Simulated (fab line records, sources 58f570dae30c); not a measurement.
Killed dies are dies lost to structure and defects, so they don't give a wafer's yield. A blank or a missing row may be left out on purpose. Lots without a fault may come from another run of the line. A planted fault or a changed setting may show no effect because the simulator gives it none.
Split-lot experiment | flow berkeley_cmos170 | 5 lots, 23 wafers read, on a route of 331 steps

THE SPLIT
At UCB170_M3_PEB_13, the setting peb_temp_c was moved away from the recipe's 130 C on 9 of the 23 wafers read, by -2.6% to +1.3%. The other wafers ran this setting at the recipe's value.

FROM THE SPLIT TO THE READING: what the file shows between them, 5 steps
- UCB170_M3_DEVELOP_14: develop time 45 s
- UCB170_M3_CD_MEAS_15: target cd 700 nm
- UCB170_M3_ETCH_17: etches BARC in N2/H2
- UCB170_M3_METAL_ETCH_18: etches Al in Cl2/BCl3, stops on SiO2, target depth 1170 nm, time 195 s (also split here: time_s)
- UCB170_M3_STRIP_19: strips in O2

THE READING
cd_nm, in nm, at UCB170_M3_CD_MEAS_90 (target cd 700 nm). Fault-free wafers of this fab line usually give 702 nm, standard deviation 4 nm.

wafer  | tool, chamber at the split | peb_temp_c as run, C | against the recipe | cd_nm, nm | against lot-mates on the recipe
L075.1 | litho_track-01, 0          | 131.7                | +1.3%              | 692       | -10
L075.2 | litho_track-01, 0          | 131.7                | +1.3%              | 692       | -10
L075.3 | litho_track-01, 0          | 130                  | recipe             | 701       | -
L075.4 | litho_track-01, 0          | 130                  | recipe             | 703       | -
L075.5 | litho_track-01, 0          | 131.7                | +1.3%              | 689       | -13
L074.2 | litho_track-01, 0          | 130                  | recipe             | 701       | -
L074.3 | litho_track-01, 0          | 130                  | recipe             | 702       | -
L074.4 | litho_track-01, 0          | 126.6                | -2.6%              | 724       | +22
L074.5 | litho_track-01, 0          | 126.6                | -2.6%              | 730       | +28
L074.6 | litho_track-01, 0          | 126.6                | -2.6%              | 730       | +28
L078.2 | litho_track-03, 0          | 130                  | recipe             | 699       | -
L078.3 | litho_track-03, 0          | 130                  | recipe             | 699       | -
L078.4 | litho_track-03, 0          | 130                  | recipe             | 698       | -
L078.5 | litho_track-03, 0          | 130                  | recipe             | 695       | -
L078.6 | litho_track-03, 0          | 130                  | recipe             | 694       | -
L085.3 | litho_track-01, 0          | 130                  | recipe             | 705       | -
L085.4 | litho_track-01, 0          | 130                  | recipe             | 696       | -
L085.5 | litho_track-01, 0          | 130                  | recipe             | 703       | -
L084.1 | litho_track-03, 0          | 127.4                | -2.0%              | 720       | +19
L084.3 | litho_track-03, 0          | 127.4                | -2.0%              | 719       | +18
L084.4 | litho_track-03, 0          | 130                  | recipe             | 700       | -
L084.5 | litho_track-03, 0          | 127.4                | -2.0%              | 719       | +18
L084.6 | litho_track-03, 0          | 130                  | recipe             | 702       | -

THE FIT
A straight line over all 23 wafers: cd_nm changes by -9.66 nm for each +1% of peb_temp_c; r = -0.97; the points scatter about the line by 3.2 nm.
The same after taking each lot's own level away (the mean of its wafers on the recipe; 23 wafers): -9.51 nm for each +1%; r = -0.98; scatter 2.3 nm.
On that fit, the largest move of peb_temp_c shifts the reading by 25 nm.
The lots' own levels span 697.0 to 702.0 nm, that is 1.2 times the standard deviation above.
So the lot-to-lot level changes the slope little: the two slopes agree.
Check: with one of the wafers moved furthest among these (-2.6%) left out of the fit, the line predicts +25.8 nm for it against its lot-mates. It came out at +22.5 nm against them.

OTHER SPLITS ON THESE WAFERS
These wafers also went through other splits before the reading. Each is held against what the fit with the lots' levels taken away leaves over:
other split on the same wafers  | wafers away from the commonest value | r with cd_nm (lot level and that fit taken away)
UCB170_CONTACT_ETCH_18 time_s   | 8                                    | +0.21
UCB170_M1_SPUTTER_00 power_w    | 8                                    | -0.13
UCB170_V2_COAT_07 resist_thk_nm | 11                                   | -0.11
UCB170_V2_PEB_10 peb_temp_c     | 10                                   | +0.06
UCB170_M3_METAL_ETCH_18 time_s  | 8                                    | -0.38

THE WHOLE CHAIN: every reading that the file lists as answering this split, in the file's order
step                    | what it does                                                           | reading                                                   | change (the file's fit)              | r (the file's)
UCB170_M3_CD_MEAS_15    | target cd 700 nm                                                       | cd_nm                                                     | -9.83 nm for each +1% of the setting | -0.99
UCB170_M3_ETCH_17       | etches BARC in N2/H2                                                   | M3.cd_nm (the simulator's own value, which no gauge read) | -9.75 nm for each +1% of the setting | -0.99
UCB170_M3_METAL_ETCH_18 | etches Al in Cl2/BCl3, stops on SiO2, target depth 1170 nm, time 195 s | M3.cd_nm (the simulator's own value, which no gauge read) | -9.64 nm for each +1% of the setting | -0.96
UCB170_M3_CD_MEAS_90    | target cd 700 nm                                                       | cd_nm                                                     | -9.62 nm for each +1% of the setting | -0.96

THE FILE'S OWN FIT
cd_nm changes by -9.62 nm for each +1% of peb_temp_c, r = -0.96.
